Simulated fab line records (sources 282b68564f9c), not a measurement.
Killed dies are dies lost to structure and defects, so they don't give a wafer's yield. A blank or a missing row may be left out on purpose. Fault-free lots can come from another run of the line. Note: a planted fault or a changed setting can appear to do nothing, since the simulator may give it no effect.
Comparing a struck lot with a sound one    flow ritCmos    43 steps out of a route of 202
Sound: wafers L530.2, L530.4, L530.5. Struck: wafers L542.1, L542.5, L542.6. The cause is named last.
Each step with rows lists, per side, the tool, then ch with its chambers, then its first start. Under that, the readings that differ: sound wafers    struck wafers    difference of the means    sigmas: that difference in standard deviations of wafers without a fault.
alike: words and numbers the same on both sides, and readings whose means are apart by under 2 such deviations; not compared: readings that were withheld, readings missing a value for some wafer, numbers with overlapping values and no deviation given by the record, and bounds like >300 which may hide the same value.
Wherever a step has rows on one side only, a row that says differs or no value, or a row with sigmas, the two part there. Numbers that have no deviation but don't overlap get no sigmas and don't part them. Lack of a reading on every wafer of one side parts them only where that side has two or more wafers.

first, 2 steps without rows for these wafers: RIT_PLDD_PEB_04; RIT_PLDD_DEVELOP_05 (develop time 50 s).
RIT_PLDD_OVL_MEAS_06:
  sound on overlay-02 at day 4 01:25; struck on overlay-01 at day 6 09:47
  alike: PLDD_OVL
then, 2 steps without rows for these wafers: RIT_PLDD_HARDBAKE_07 (time 60 s); RIT_PLDD_IMPLANT_08.
RIT_PLDD_STRIP_09: strips in O2, time 180 s.
  sound on plasmaAsher-01 ch 1, day 4 01:44; struck on plasmaAsher-04 ch 0,1, day 6 10:07
reading                   sound        struck       difference  sigmas
drypumpMotorCurrentA (A)  5.1 5.1 5.1  6.8 6.9 5.8  +1.4        +2
  not compared: rfHoursCounterH
RIT_PLDD_TW_MEAS_10:
  sound on filmMetro-02 at day 4 01:55; struck on filmMetro-03 at day 6 10:18
  alike: PLDD_TW
then, 4 steps without rows for these wafers: RIT_SPACER_CLEAN_00 (cleans in SC1, time 600 s); RIT_SPACER_CLEAN_01 (cleans in dHF, time 30 s); RIT_SPACER_CLEAN_02 (cleans in SC2, time 600 s); RIT_SPACER_CVD_03 (deposits Si3N4 from SiH2Cl2/NH3, target thk 250 nm, time 3300 s).
RIT_SPACER_THK_MEAS_04:
  sound on filmMetro-01 at day 4 05:20; struck on filmMetro-01 at day 6 13:38
  alike: SPACER_NITRIDE_THK
RIT_SPACER_ETCHBACK_05: etches Si3N4 in SF6/CHF3, stops on SiO2, target depth 250 nm, time 240 s.
  sound on rieDiel-03 ch 0,2, day 4 05:23; struck on rieDiel-03 ch 1,2, day 6 13:41
  alike: drypumpMotorCurrentA, oesProductAu, throttleValvePct
  not compared: rfHoursCounterH
then, 6 steps without rows for these wafers: RIT_NSD_HMDS_00 (prime time 60 s); RIT_NSD_COAT_01 (resist thk 1000 nm); RIT_NSD_SOFTBAKE_02 (time 60 s); RIT_NSD_EXPOSE_03 (exposes mask M9, target cd 40700 nm); RIT_NSD_PEB_04; RIT_NSD_DEVELOP_05 (develop time 50 s).
RIT_NSD_OVL_MEAS_06:
  sound on overlay-01 at day 4 06:23; struck on overlay-01 at day 6 14:41
  alike: NSD_OVL
then, 2 steps without rows for these wafers: RIT_NSD_HARDBAKE_07 (time 60 s); RIT_NSD_IMPLANT_08.
RIT_NSD_STRIP_09: strips in O2, time 180 s.
  sound on plasmaAsher-03 ch 0,1, day 4 06:43; struck on plasmaAsher-03 ch 0,1, day 6 15:02
  alike: drypumpMotorCurrentA
  not compared: rfHoursCounterH
RIT_NSD_TW_MEAS_10:
  sound on filmMetro-02 at day 4 06:54; struck on filmMetro-03 at day 6 15:12
reading  sound           struck          difference  sigmas
NSD_TW   3092 3106 3091  3138 3138 3152  +46         +2
then, 6 steps without rows for these wafers: RIT_PSD_HMDS_00 (prime time 60 s); RIT_PSD_COAT_01 (resist thk 1000 nm); RIT_PSD_SOFTBAKE_02 (time 60 s); RIT_PSD_EXPOSE_03 (exposes mask M10, target cd 40900 nm); RIT_PSD_PEB_04; RIT_PSD_DEVELOP_05 (develop time 50 s).
RIT_PSD_OVL_MEAS_06:
  sound on overlay-02 at day 4 07:49; struck on overlay-02 at day 6 16:07
  alike: PSD_OVL
then, 2 steps without rows for these wafers: RIT_PSD_HARDBAKE_07 (time 60 s); RIT_PSD_IMPLANT_08.
RIT_PSD_STRIP_09: strips in O2, time 180 s.
  sound on plasmaAsher-04 ch 0, day 4 08:08; struck on plasmaAsher-04 ch 0,1, day 6 16:27
  alike: drypumpMotorCurrentA
  not compared: rfHoursCounterH
RIT_PSD_TW_MEAS_10:
  sound on filmMetro-04 at day 4 08:20; struck on filmMetro-03 at day 6 16:38
  alike: PSD_TW
then, 3 steps without rows for these wafers: RIT_SDANNEAL_CLEAN_00 (cleans in SC1, time 600 s); RIT_SDANNEAL_CLEAN_01 (cleans in dHF, time 30 s); RIT_SDANNEAL_CLEAN_02 (cleans in SC2, time 600 s).
RIT_SDANNEAL_RTA_03: time 5 s.
  sound on rtpAnneal-02 ch 0, day 4 08:45; struck on rtpAnneal-02 ch 0, day 6 17:05
  alike: rampUpCPerS, wafer_temp_C_max
RIT_SDANNEAL_RS_MEAS_04: the measuring method here is four-point-probe.
  sound on filmMetro-03 at day 4 08:49; struck on filmMetro-02 at day 6 17:09
  alike: PSD_RS
RIT_SDANNEAL_RS_MEAS_05: the measuring method here is four-point-probe.
  sound on filmMetro-03 at day 4 08:56; struck on filmMetro-02 at day 6 17:16
  alike: NSD_RS
RIT_SDANNEAL_RS_MEAS_06: the measuring method here is four-point-probe.
  sound on filmMetro-03 at day 4 09:04; struck on filmMetro-02 at day 6 17:23
  alike: PLDD_RS
RIT_M1_PROBE_99:
  sound on prober-01 at day 4 16:16; struck on prober-01 at day 7 01:04
reading           sound  struck                                                                   difference                    sigmas
hold              - - -  awaitDispo/4.2h/release awaitDispo/4.2h/release awaitDispo/4.2h/release  no value on the sound wafers  
killedAtFrontEnd  6 6 8  43 24 41                                                                 +29                           +11
killedDies        6 6 8  43 24 41                                                                 +29                           +11
  alike: killedAtContacts, killedOpen, killedShort

== WHERE THEY PART ==
At RIT_PLDD_STRIP_09 first; at RIT_M1_PROBE_99 last (within this record only).

WHY: what the simulator had put in
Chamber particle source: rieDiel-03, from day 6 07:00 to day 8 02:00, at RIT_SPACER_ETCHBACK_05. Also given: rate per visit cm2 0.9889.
